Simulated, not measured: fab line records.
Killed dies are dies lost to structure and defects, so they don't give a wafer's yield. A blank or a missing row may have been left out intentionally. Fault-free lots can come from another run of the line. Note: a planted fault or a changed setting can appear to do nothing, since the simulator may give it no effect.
Problem report in the 8D (eight disciplines) form, filled by code -- flow berkeley_cmos170 -- the parts of the form that need people (team, actions taken, sign-off) are left out

1. THE PROBLEM
At UCB170_M2_SPUTTER_01, chamber_pressure_pa averages 0.5361 Pa over 6 wafers from 2 lots, while fault-free wafers read 0.5000 Pa, standard deviation 0.00097. Measured from the usual mean, that is +37 standard deviations.
The step: material Al, target thk 900 nm, time 120 s.
Seen first at day 8 20:52 on pvd_sputter-03, wafer L971.2. The record holds 18 wafers of 6 lots with a number at this step. Rule for "out" (also "out of limits"): further than 4 standard deviations from the usual mean. Any other wafer with a number is counted as sound.

2. WHAT IT IS, WHAT IT ISN'T
question,is,is not
which readings at this step,chamber_pressure_pa,throttle_valve_pct
which lots,"L971, L975","L962, L968, L979, L980"
which wafers of those lots,all that have a number,-
read on which tools,pvd_sputter-03,pvd_sputter-04
when,from day 8 20:52,"up to then (6 sound wafers); but 6 sound wafers of L979, L980 came after"

3. SUSPECTS, AND WHAT RULES EACH OUT
Counting: any tool at a process step up to the reading is kept as a suspect provided that every lot that is out went through it and no sound lot did after the first of them.
- rie_diel-03 at UCB170_V1_ETCH_14 (etches SiO2 in CHF3/CF4/Ar, stops on Al, target depth 1250 nm, time 291 s): ruled out as a lasting fault. The sound lots L980 went through it after L971, its earliest lot that is out (day 8 20:25).
- plasma_asher-04 at UCB170_V1_STRIP_15 (strips in O2): kept. All lots that are out passed through it, beginning with L971 at day 8 20:35, and no sound lot followed; its final sound lot before that point was L962 at day 6 20:23.
- pvd_sputter-03 at UCB170_M2_SPUTTER_01 (material Al, target thk 900 nm, time 120 s): kept. All lots that are out passed through it, beginning with L971 at day 8 20:52, and no sound lot followed; its final sound lot before that point was L962 at day 6 20:40. Its own readings are out on those wafers: chamber_pressure_pa.
After counting, plasma_asher-04 at UCB170_V1_STRIP_15 and pvd_sputter-03 at UCB170_M2_SPUTTER_01 remain.

4. THE CAUSE (what the simulator had put in)
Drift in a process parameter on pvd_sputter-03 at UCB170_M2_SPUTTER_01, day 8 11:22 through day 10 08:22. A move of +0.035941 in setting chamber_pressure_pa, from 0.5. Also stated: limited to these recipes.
Of the 2 suspects that counting leaves, this tool is one.

5. THE CHAIN OF EFFECTS, in route order
Each row: a reading where the mean over the struck wafers with a number is more than 3 standard deviations away from the usual. Readings are gone through only where the record gives a usual standard deviation; hours: the median, over the lots, of the time from a lot's start at the first step in this table giving one to that lot's start at this step; sigmas: the change measured in usual standard deviations.
hours,step,reading,usual,on struck wafers,change,sigmas
0,UCB170_M2_SPUTTER_01,chamber_pressure_pa,0.5000 Pa,0.5361,+0.0361,+37
Here are the process steps it includes:
- UCB170_M2_SPUTTER_01: material Al, target thk 900 nm, time 120 s.
At these later measuring or inspecting steps, every struck wafer for which the step has a row has a number for every such reading, and none has moved that far: UCB170_M2_RS_MEAS_02, UCB170_M2_THK_MEAS_03, UCB170_M2_CD_MEAS_15, UCB170_M2_OVL_MEAS_16.

6. HOW IT WOULD HAVE BEEN CAUGHT EARLIER
10 hours passed between the start of the fault at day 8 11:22 and the first reading out of limits in this record, taken at day 8 20:52.
